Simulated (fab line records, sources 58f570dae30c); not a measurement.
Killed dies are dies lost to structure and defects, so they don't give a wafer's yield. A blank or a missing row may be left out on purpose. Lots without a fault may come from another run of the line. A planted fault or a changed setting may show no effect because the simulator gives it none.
fab line records | flow berkeley_cmos170 | part 2 of 2: steps 35 to 47 of 47
record lots=5 wafers=15 last_day=12
route steps=331 shown NWELL@20 PWELL@34 WELLDRIVE@55 ACTIVE@60
lots that met no fault: from a run of the same line without faults
start_h: hours from the record's first day to the start of the lot's first wafer shown | wait_h: hours since the lot's step before | " the same as in the row above | L1.1+2: a row that stands for several wafers | - no value, or no start given | * or withheld: withheld | < > ~ a bound
route shown NAME@n: a module of which the file shows steps, and the number in the route of the first | usual: mean/standard deviation of fault-free wafers | same: alike in all rows | chamber/n: place in a boat | sites: the reading at each site | _std_site: their standard deviation | _edge_site: outer sites' mean less inner sites' | radius_mm: how far each site lies from the wafer's centre | mask NAME#n: copy n | behind: the tool/chamber that last shaped the wafer | hold: why the lot was held/for how many hours/how that ended | device: the transistor (n, p or np) that didn't switch | end of line: the same wafers' tests at the end of the route | a step without rows: its recipe alone | killed: dies lost to structure and defects at the first sort, not the wafer's yield | map: a wafer's dies, x killed, . not, _ none there
set.NAME: the setting as run; set.NAME@STEP: as run at that earlier step | model.NAME: the simulator's own value behind a step, which no gauge read
lots at some steps of the route; a table a step, a row a wafer
services: from which hour (start_h, from the record's first day; less than 0 if before it) a tool's chamber was out of use, for how many hours, and why
## steps
# step UCB170_PWELL_WET_ETCH_20
# recipe chemistry=BOE dilution=5:1 target=SiO2 temp_c=25 time_s=22
# columns lot.wafer tool chamber start_h wait_h
L077.1+2+4 wet_bench-03 0 108.42 0.0
L081.1+3+6 wet_bench-03 0 117.39 0.3
L084.1+2+3 wet_bench-03 1 117.39 0.1
L080.2+3+5 wet_bench-02 3 121.46 0.0
L089.1+5+6 wet_bench-01 3 148.92 0.0
# step UCB170_WELLDRIVE_CLEAN_00
# recipe chemistry=SPM temp_c=120 time_s=600
# columns lot.wafer tool chamber start_h wait_h
L077.1+2+4 wet_bench-03 2 108.43 0.0
L081.1+3+6 wet_bench-03 2 117.43 0.0
L084.1+2+3 wet_bench-03 0 117.43 0.0
L080.2+3+5 wet_bench-02 0 121.49 0.0
L089.1+5+6 wet_bench-01 1 148.93 0.0
# step UCB170_WELLDRIVE_OXIDATION_01
# recipe temp_c=1100 ambient=O2 target_thk_a=1990 ox_time_s=9000
# usual ox_temp_c=1100.0/0.47
# columns lot.wafer tool chamber start_h wait_h ox_temp_c
L077.1 furnace-02 0 111.59 3.0 1100.3
L077.2 " 0 " " 1100.2
L077.4 " 0 " " 1100.1
L080.2 furnace-02 0 122.17 0.5 1099.8
L080.3 " 0 " " 1100.0
L080.5 " 0 " " 1100.0
L081.1 furnace-02 0 122.17 4.6 1099.9
L081.3 " 0 " " 1100.1
L081.6 " 0 " " 1099.4
L084.1 furnace-02 0 122.17 4.6 1099.9
L084.2 " 0 " " 1100.1
L084.3 " 0 " " 1099.8
L089.1 furnace-04 0 150.63 1.5 1099.0
L089.5 " 0 " " 1099.1
L089.6 " 0 " " 1099.6
# step UCB170_WELLDRIVE_THK_MEAS_02
# recipe reads=SiO2_of_WELLDRIVE_OXIDATION_01
# usual WELLDRIVE_OXIDE_THK=197.3/2.8
# columns lot.wafer tool chamber start_h wait_h WELLDRIVE_OXIDE_THK[nm]
L077.1 film_metro-03 - 115.17 0.1 191.8
L077.2 " - " " 191.9
L077.4 " - " " 194.7
L081.1 film_metro-04 - 125.67 0.0 195.9
L081.3 " - " " 195.8
L081.6 " - " " 195.5
L084.1 film_metro-03 - 125.67 0.0 195.8
L084.2 " - " " 197.4
L084.3 " - " " 196.7
L080.2 film_metro-02 - 125.68 0.0 199.0
L080.3 " - " " 196.9
L080.5 " - " " 197.4
L089.1 film_metro-02 - 154.19 0.1 203.2
L089.5 " - " " 204.1
L089.6 " - " " 202.7
# step UCB170_WELLDRIVE_ANNEAL_03
# recipe temp_c=1100 time_s=900 ambient=N2
# columns lot.wafer tool chamber start_h wait_h
L077.1+2+4 furnace-01 0 118.49 3.3
L080.2+3+5 furnace-02 0 131.12 5.4
L081.1+3+6 furnace-02 0 131.12 5.4
L084.1+2+3 furnace-02 0 131.12 5.4
L089.1+5+6 furnace-02 0 157.02 2.8
# step UCB170_WELLDRIVE_WET_ETCH_04
# recipe chemistry=BOE dilution=5:1 target=SiO2 temp_c=25 time_s=120
# columns lot.wafer tool chamber start_h wait_h
L077.1+2+4 wet_bench-03 2 119.99 0.2
L080.2+3+5 wet_bench-02 0 132.37 0.0
L081.1+3+6 wet_bench-02 2 132.37 0.0
L084.1+2+3 wet_bench-02 1 132.37 0.0
L089.1+5+6 wet_bench-03 3 158.27 0.0
# step UCB170_ACTIVE_CLEAN_00
# recipe chemistry=SPM temp_c=120 time_s=600
# columns lot.wafer tool chamber start_h wait_h
L077.1+2+4 wet_bench-03 1 120.03 0.0
L080.2+3+5 wet_bench-02 1 132.41 0.0
L081.1+3+6 wet_bench-02 1 132.41 0.0
L084.1+2+3 wet_bench-02 2 132.41 0.0
L089.1+5+6 wet_bench-03 1 158.32 0.0
# step UCB170_ACTIVE_CLEAN_01
# recipe chemistry=dHF dilution=25:1 time_s=60
# columns lot.wafer tool chamber start_h wait_h
L077.1+2+4 wet_bench-03 1 120.20 0.0
L080.2+3+5 wet_bench-03 3 132.61 0.0
L081.1+3+6 wet_bench-03 0 132.61 0.0
L084.1+2+3 wet_bench-03 0 132.61 0.0
L089.1+5+6 wet_bench-03 2 158.49 0.0
# step UCB170_ACTIVE_OXIDATION_02
# recipe temp_c=1000 ambient=O2 target_thk_a=264 ox_time_s=1260
# usual ox_temp_c=1000.0/0.47
# columns lot.wafer tool chamber start_h wait_h ox_temp_c
L077.1 furnace-02 0 125.67 5.4 999.7
L077.2 " 0 " " 999.5
L077.4 " 0 " " 999.8
L080.2 furnace-01 0 139.94 7.3 1000.8
L080.3 " 0 " " 999.6
L080.5 " 0 " " 999.6
L081.1 furnace-01 0 139.94 7.3 1000.1
L081.3 " 0 " " 1000.4
L081.6 " 0 " " 1000.0
L084.1 furnace-01 0 139.94 7.3 1000.5
L084.2 " 0 " " 1000.4
L084.3 " 0 " " 1000.4
L089.1 furnace-01 0 162.06 3.5 1000.0
L089.5 " 0 " " 1000.5
L089.6 " 0 " " 1000.1
# step UCB170_ACTIVE_THK_MEAS_03
# recipe reads=SiO2_of_ACTIVE_OXIDATION_02
# usual ACTIVE_OXIDE_THK=26.2/0.5
# columns lot.wafer tool chamber start_h wait_h ACTIVE_OXIDE_THK[nm]
L077.1 film_metro-04 - 127.02 0.0 26.6
L077.2 " - " " 25.6
L077.4 " - " " 25.8
L081.1 film_metro-03 - 141.29 0.0 26.7
L081.3 " - " " 26.3
L081.6 " - " " 26.5
L080.2 film_metro-01 - 141.30 0.0 26.2
L080.3 " - " " 25.5
L080.5 " - " " 25.8
L084.1 film_metro-03 - 141.35 0.1 25.8
L084.2 " - " " 25.9
L084.3 " - " " 26.3
L089.1 film_metro-04 - 163.41 0.0 26.8
L089.5 " - " " 26.7
L089.6 " - " " 26.5
# step UCB170_ACTIVE_ANNEAL_04
# recipe temp_c=1000 time_s=900 ambient=N2
# columns lot.wafer tool chamber start_h wait_h
L077.1+2+4 furnace-01 0 133.03 6.0
L080.2+3+5 furnace-02 0 145.06 3.7
L081.1+3+6 furnace-02 0 145.06 3.8
L084.1+2+3 furnace-02 0 145.06 3.7
L089.1+5+6 furnace-01 0 166.91 3.5
# step UCB170_ACTIVE_CVD_05
# recipe material=Si3N4 target_thk_nm=220 temp_c=800 precursor=SiH2Cl2/NH3 time_s=3300 pressure_mtorr=200 sih2cl2_flow_sccm=25 nh3_flow_sccm=75
# usual pressure_mtorr=199.9/0.36
# columns lot.wafer tool chamber start_h wait_h pressure_mtorr
L077.1 lpcvd-02 1 134.28 0.0 199.7
L077.2 " 1 " " 200.0
L077.4 " 1 " " 199.7
L080.2 lpcvd-02 0 147.65 1.3 199.2
L080.3 " 0 " " 199.5
L080.5 " 0 " " 199.7
L081.1 lpcvd-02 1 147.65 1.3 199.8
L081.3 " 1 " " 199.6
L081.6 " 1 " " 199.9
L084.1 lpcvd-02 0 147.65 1.3 200.7
L084.2 " 0 " " 200.3
L084.3 " 0 " " 200.2
L089.1 lpcvd-02 1 168.39 0.2 200.0
L089.5 " 1 " " 199.8
L089.6 " 1 " " 200.2
# step UCB170_ACTIVE_THK_MEAS_06
# recipe reads=Si3N4_of_ACTIVE_CVD_05
# usual ACTIVE_NITRIDE_THK=218.8/1.9
# columns lot.wafer tool chamber start_h wait_h ACTIVE_NITRIDE_THK[nm]
L077.1 film_metro-01 - 136.19 0.0 218.0
L077.2 " - " " 219.9
L077.4 " - " " 217.9
L081.1 film_metro-04 - 149.57 0.0 218.8
L081.3 " - " " 218.8
L081.6 " - " " 220.2
L084.1 film_metro-01 - 149.63 0.1 219.3
L084.2 " - " " 218.8
L084.3 " - " " 217.1
L080.2 film_metro-03 - 149.64 0.1 215.3
L080.3 " - " " 214.7
L080.5 " - " " 216.4
L089.1 film_metro-04 - 170.31 0.0 219.3
L089.5 " - " " 218.0
L089.6 " - " " 217.6
## services
# columns tool chamber start_h hours kind
krf_scanner-02 - 49.49 1.1 repair
rie_diel-01 2 50.74 1.4 repair
plasma_asher-03 - 51.06 4.9 repair
plasma_asher-02 - 56.17 6.5 repair
wet_bench-02 - 60.81 1.9 pm
implanter-01 - 62.93 3.1 pm
implanter-02 - 64.54 5.3 pm
krf_scanner-02 - 64.93 1.0 pm
implanter-01 - 68.27 2.0 repair
krf_scanner-02 - 70.20 0.8 pm
wet_bench-02 - 70.87 2.1 repair
plasma_asher-02 - 77.78 32.6 pm
furnace-01 - 80.01 17.6 pm
plasma_asher-03 - 88.39 2.6 repair
rie_diel-03 1 94.69 5.9 repair
rie_diel-01 - 104.18 1.4 repair
furnace-01 - 104.84 2.3 pm
rie_diel-01 3 109.88 9.0 repair
rie_diel-03 1 119.03 10.4 repair
rie_diel-01 2 121.48 1.2 repair
krf_scanner-02 - 127.18 1.3 pm
wet_bench-01 - 131.94 1.9 pm
rie_diel-03 2 141.92 14.9 repair
rie_diel-01 - 166.06 0.3 repair
